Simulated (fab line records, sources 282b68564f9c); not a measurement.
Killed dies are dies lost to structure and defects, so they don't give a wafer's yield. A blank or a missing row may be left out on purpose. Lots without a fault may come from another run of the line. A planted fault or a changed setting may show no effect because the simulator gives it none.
fab line records | flow rit_cmos
record lots=13 wafers=39 last_day=7
route steps=202 shown CONTACT@168
lots that met no fault: from a run of the same line without faults
start_h: hours from the record's first day to the start of the lot's first wafer shown | wait_h: hours since the lot's step before | " the same as in the row above | L1.1+2: a row that stands for several wafers | - no value, or no start given | * or withheld: withheld | < > ~ a bound
route shown NAME@n: a module of which the file shows steps, and the number in the route of the first | usual: mean/standard deviation of fault-free wafers | same: alike in all rows | chamber/n: place in a boat | sites: the reading at each site | _std_site: their standard deviation | _edge_site: outer sites' mean less inner sites' | radius_mm: how far each site lies from the wafer's centre | mask NAME#n: copy n | behind: the tool/chamber that last shaped the wafer | hold: why the lot was held/for how many hours/how that ended | device: the transistor (n, p or np) that didn't switch | end of line: the same wafers' tests at the end of the route | a step without rows: its recipe alone | killed: dies lost to structure and defects at the first sort, not the wafer's yield | map: a wafer's dies, x killed, . not, _ none there
set.NAME: the setting as run; set.NAME@STEP: as run at that earlier step | model.NAME: the simulator's own value behind a step, which no gauge read
steps of the route over a sample of lots; a table a step, a row a wafer
services: from which hour (start_h, from the record's first day; less than 0 if before it) a tool's chamber was out of use, for how many hours, and why
## steps
# step RIT_CONTACT_CVD_00
# recipe material=SiO2 target_thk_nm=400 precursor=TEOS temp_c=390 time_s=61 rf_w=400
# usual heater_power_w=314/54
# columns lot.wafer tool chamber start_h wait_h heater_power_w
L487.1 pecvd-03 1 53.17 0.1 277
L487.3 " 2 " " 427
L487.4 " 2 " " 431
L489.1 pecvd-04 1 60.50 0.1 271
L489.3 " 0 " " 267
L489.5 " 0 " " 288
L490.1 pecvd-03 1 65.40 0.1 243
L490.2 " 0 " " 332
L490.6 " 1 " " 244
L491.2 pecvd-01 0 72.05 0.0 270
L491.4 " 2 " " 269
L491.5 " 1 " " 341
L494.1 pecvd-03 0 85.64 0.1 364
L494.3 " 1 " " 260
L494.5 " 0 " " 373
L500.2 pecvd-03 0 114.64 0.0 316
L500.4 " 1 " " 258
L500.5 " 0 " " 335
L501.1 pecvd-04 0 121.26 0.1 335
L501.2 " 2 " " 306
L501.3 " 1 " " 268
L502.1 pecvd-01 2 126.48 0.1 337
L502.2 " 1 " " 353
L502.3 " 0 " " 326
L503.2 pecvd-03 0 137.73 0.0 332
L503.3 " 1 " " 269
L503.5 " 2 " " 438
L505.1 pecvd-01 1 146.17 0.1 347
L505.4 " 0 " " 278
L505.6 " 1 " " 351
L506.2 pecvd-03 2 150.78 0.0 431
L506.4 " 2 " " 336
L506.5 " 1 " " 241
L508.2 pecvd-01 2 160.13 0.0 322
L508.4 " 2 " " 341
L508.5 " 1 " " 366
L509.3 pecvd-03 1 162.21 0.0 206
L509.5 " 1 " " 223
L509.6 " 0 " " 354
# step RIT_CONTACT_THK_MEAS_01
# recipe reads=SiO2_of_CONTACT_CVD_00
# usual CONTACT_TEOS_THK=399/5.9
# columns lot.wafer tool chamber start_h wait_h CONTACT_TEOS_THK[nm]
L487.1 film_metro-03 - 53.22 0.0 396
L487.3 " - " " 394
L487.4 " - " " 396
L489.1 film_metro-02 - 60.55 0.0 396
L489.3 " - " " 405
L489.5 " - " " 410
L490.1 film_metro-02 - 65.45 0.0 395
L490.2 " - " " 390
L490.6 " - " " 402
L491.2 film_metro-02 - 72.11 0.0 402
L491.4 " - " " 399
L491.5 " - " " 402
L494.1 film_metro-02 - 85.69 0.0 390
L494.3 " - " " 400
L494.5 " - " " 401
L500.2 film_metro-03 - 114.70 0.0 389
L500.4 " - " " 392
L500.5 " - " " 392
L501.1 film_metro-04 - 121.31 0.0 380
L501.2 " - " " 394
L501.3 " - " " 392
L502.1 film_metro-03 - 126.54 0.0 396
L502.2 " - " " 398
L502.3 " - " " 405
L503.2 film_metro-03 - 137.79 0.0 397
L503.3 " - " " 396
L503.5 " - " " 407
L505.1 film_metro-02 - 146.22 0.0 394
L505.4 " - " " 408
L505.6 " - " " 404
L506.2 film_metro-03 - 150.84 0.0 395
L506.4 " - " " 402
L506.5 " - " " 401
L508.2 film_metro-04 - 160.19 0.0 387
L508.4 " - " " 396
L508.5 " - " " 391
L509.3 film_metro-04 - 162.28 0.0 392
L509.5 " - " " 405
L509.6 " - " " 395
## services
# columns tool chamber start_h hours kind
pecvd-03 - 34.71 2.8 pm
pecvd-01 - 43.23 2.8 pm
pecvd-03 - 80.27 0.7 repair
pecvd-04 2 102.56 9.9 repair
pecvd-03 - 156.69 1.4 repair
## key
first_sign step=RIT_CONTACT_THK_MEAS_01 reading=CONTACT_TEOS_THK direction=down sigmas=3.2 usual=399 struck=380
effect none on later readings
met_at RIT_CONTACT_CVD_00
struck_lots L501
struck_wafers L501.1
tester_left_out L501
onset_between 60.50 121.26
fault kind=process_parameter_drift tool=pecvd-04 chamber=0 onset_h=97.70 steps=RIT_CONTACT_CVD_00 channel=target_thk_nm offset=-18.763 shape=step end_h=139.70 stated=400
# tester_left_out: of these lots the tester's yield and bins aren't shown, on N5 and GAA mostly nor the transistor test; their killed dies are dies lost to structure and defects alone, not to doping, threshold or leakage, so they don't give the yield
